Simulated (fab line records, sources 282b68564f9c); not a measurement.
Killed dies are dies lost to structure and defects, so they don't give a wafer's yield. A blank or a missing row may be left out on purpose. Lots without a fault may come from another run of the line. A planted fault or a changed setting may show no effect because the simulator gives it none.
fab line records | flow rit_cmos
record lots=14 wafers=42 last_day=7
route steps=202 shown NRETRO@61
lots that met no fault: from a run of the same line without faults
start_h: hours from the record's first day to the start of the lot's first wafer shown | wait_h: hours since the lot's step before | " the same as in the row above | L1.1+2: a row that stands for several wafers | - no value, or no start given | * or withheld: withheld | < > ~ a bound
route shown NAME@n: a module of which the file shows steps, and the number in the route of the first | usual: mean/standard deviation of fault-free wafers | same: alike in all rows | chamber/n: place in a boat | sites: the reading at each site | _std_site: their standard deviation | _edge_site: outer sites' mean less inner sites' | radius_mm: how far each site lies from the wafer's centre | mask NAME#n: copy n | behind: the tool/chamber that last shaped the wafer | hold: why the lot was held/for how many hours/how that ended | device: the transistor (n, p or np) that didn't switch | end of line: the same wafers' tests at the end of the route | a step without rows: its recipe alone | killed: dies lost to structure and defects at the first sort, not the wafer's yield | map: a wafer's dies, x killed, . not, _ none there
set.NAME: the setting as run; set.NAME@STEP: as run at that earlier step | model.NAME: the simulator's own value behind a step, which no gauge read
steps of the route over a sample of lots; a table a step, a row a wafer
services: from which hour (start_h, from the record's first day; less than 0 if before it) a tool's chamber was out of use, for how many hours, and why
## steps
# step RIT_NRETRO_IMPLANT_08
# recipe species=P energy_kev=70 dose_cm2=1e+13 tilt_deg=7
# usual beam_on_s=9.99/0.2 dose_ions_cm2=1e+13/1.1e+10 faraday_current_uA=31.7/0.63
# columns lot.wafer tool chamber start_h wait_h beam_on_s dose_ions_cm2 faraday_current_uA
L323.1 implanter-03 0 31.70 0.2 9.50 9.994e+12 33.2
L323.2 " 0 " " 9.92 9.996e+12 31.9
L323.3 " 0 " " 9.96 9.987e+12 31.8
L325.2 implanter-03 0 41.95 0.2 10.23 9.994e+12 31.2
L325.4 " 0 " " 10.26 9.987e+12 31.0
L325.6 " 0 " " 9.91 9.996e+12 32.0
L326.2 implanter-03 0 46.73 0.2 9.86 1e+13 32.1
L326.3 " 0 " " 9.89 1.0008e+13 31.9
L326.6 " 0 " " 10.02 9.99e+12 31.8
L327.2 implanter-04 0 55.40 0.2 9.87 1.0005e+13 32.0
L327.3 " 0 " " 9.91 9.996e+12 32.0
L327.6 " 0 " " 10.11 9.991e+12 31.5
L328.1 implanter-01 0 59.69 0.2 9.91 1.0009e+13 31.9
L328.4 " 0 " " 10.08 1.0005e+13 31.4
L328.6 " 0 " " 10.09 1.0005e+13 31.5
L330.2 implanter-01 0 71.32 0.2 9.99 1.0015e+13 31.8
L330.3 " 0 " " 10.10 1.0009e+13 31.5
L330.5 " 0 " " 9.95 9.992e+12 31.7
L333.1 implanter-01 0 84.13 0.2 10.07 9.997e+12 31.6
L333.2 " 0 " " 9.92 9.995e+12 31.9
L333.3 " 0 " " 9.78 9.978e+12 32.3
L334.2 implanter-03 0 90.13 0.2 10.05 9.978e+12 31.6
L334.3 " 0 " " 9.81 9.996e+12 32.4
L334.6 " 0 " " 10.04 1.0003e+13 31.5
L335.1 implanter-01 0 96.06 0.2 10.04 8.543e+12 26.9
L335.2 " 0 " " 9.88 8.525e+12 27.3
L335.3 " 0 " " 9.88 8.521e+12 27.2
L337.1 implanter-01 0 101.94 0.2 9.97 8.505e+12 26.9
L337.2 " 0 " " 10.03 8.53e+12 26.9
L337.3 " 0 " " 10.30 8.51e+12 26.1
L343.2 implanter-03 0 134.09 0.2 9.91 9.982e+12 32.0
L343.3 " 0 " " 9.83 9.987e+12 32.3
L343.5 " 0 " " 10.02 9.979e+12 31.9
L344.1 implanter-03 0 139.07 0.2 10.15 9.982e+12 31.2
L344.3 " 0 " " 9.91 9.993e+12 32.1
L344.6 " 0 " " 9.75 9.999e+12 32.6
L345.3 implanter-03 0 143.62 0.2 9.73 9.998e+12 32.4
L345.5 " 0 " " 9.75 9.991e+12 32.5
L345.6 " 0 " " 10.21 1.0008e+13 31.1
L346.1 implanter-03 0 145.22 0.2 10.23 9.995e+12 30.9
L346.2 " 0 " " 9.88 9.989e+12 32.1
L346.4 " 0 " " 9.79 9.99e+12 32.2
# step RIT_NRETRO_TW_MEAS_10
# usual NRETRO_TW=1054/7.2
# columns lot.wafer tool chamber start_h wait_h NRETRO_TW
L323.1 film_metro-03 - 32.02 0.1 1051
L323.2 " - " " 1060
L323.3 " - " " 1053
L325.2 film_metro-02 - 42.26 0.1 1050
L325.4 " - " " 1044
L325.6 " - " " 1049
L326.2 film_metro-03 - 47.04 0.1 1055
L326.3 " - " " 1056
L326.6 " - " " 1058
L327.2 film_metro-01 - 55.71 0.1 1051
L327.3 " - " " 1055
L327.6 " - " " 1051
L328.1 film_metro-03 - 60.02 0.1 1066
L328.4 " - " " 1064
L328.6 " - " " 1066
L330.2 film_metro-01 - 71.63 0.1 1049
L330.3 " - " " 1050
L330.5 " - " " 1047
L333.1 film_metro-01 - 84.46 0.1 1052
L333.2 " - " " 1054
L333.3 " - " " 1050
L334.2 film_metro-01 - 90.44 0.1 1052
L334.3 " - " " 1049
L334.6 " - " " 1055
L335.1 film_metro-02 - 96.38 0.1 992
L335.2 " - " " 992
L335.3 " - " " 993
L337.1 film_metro-02 - 102.27 0.1 995
L337.2 " - " " 989
L337.3 " - " " 995
L343.2 film_metro-01 - 134.40 0.1 1046
L343.3 " - " " 1045
L343.5 " - " " 1047
L344.1 film_metro-01 - 139.39 0.1 1044
L344.3 " - " " 1043
L344.6 " - " " 1044
L345.3 film_metro-02 - 143.92 0.1 1050
L345.5 " - " " 1052
L345.6 " - " " 1049
L346.1 film_metro-03 - 145.55 0.1 1062
L346.2 " - " " 1059
L346.4 " - " " 1062
## services
# columns tool chamber start_h hours kind
implanter-04 - 30.25 0.6 repair
implanter-04 - 111.99 1.2 repair
implanter-03 - 118.92 0.6 repair
implanter-04 - 134.68 5.6 repair
## key
first_sign step=RIT_NRETRO_IMPLANT_08 reading=dose_ions_cm2 direction=down sigmas=99+ usual=1e+13 struck=8.522e+12
effect step=RIT_NRETRO_IMPLANT_08 reading=faraday_current_uA direction=down sigmas=7.7 usual=31.7 struck=26.9
effect step=RIT_NRETRO_TW_MEAS_10 reading=NRETRO_TW direction=down sigmas=8.5 usual=1054 struck=993
met_at RIT_NRETRO_IMPLANT_08
struck_lots L335,L337
tester_left_out L335,L337
onset_between 84.13 96.06
fault kind=process_parameter_drift tool=implanter-01 chamber=- onset_h=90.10 steps=RIT_NRETRO_IMPLANT_08 channel=dose_cm2 offset=-1.4796e+12 shape=step end_h=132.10 acts_in=these_recipes_only stated=1e+13
# tester_left_out: of these lots the tester's yield and bins aren't shown, on N5 and GAA mostly nor the transistor test; their killed dies are dies lost to structure and defects alone, not to doping, threshold or leakage, so they don't give the yield
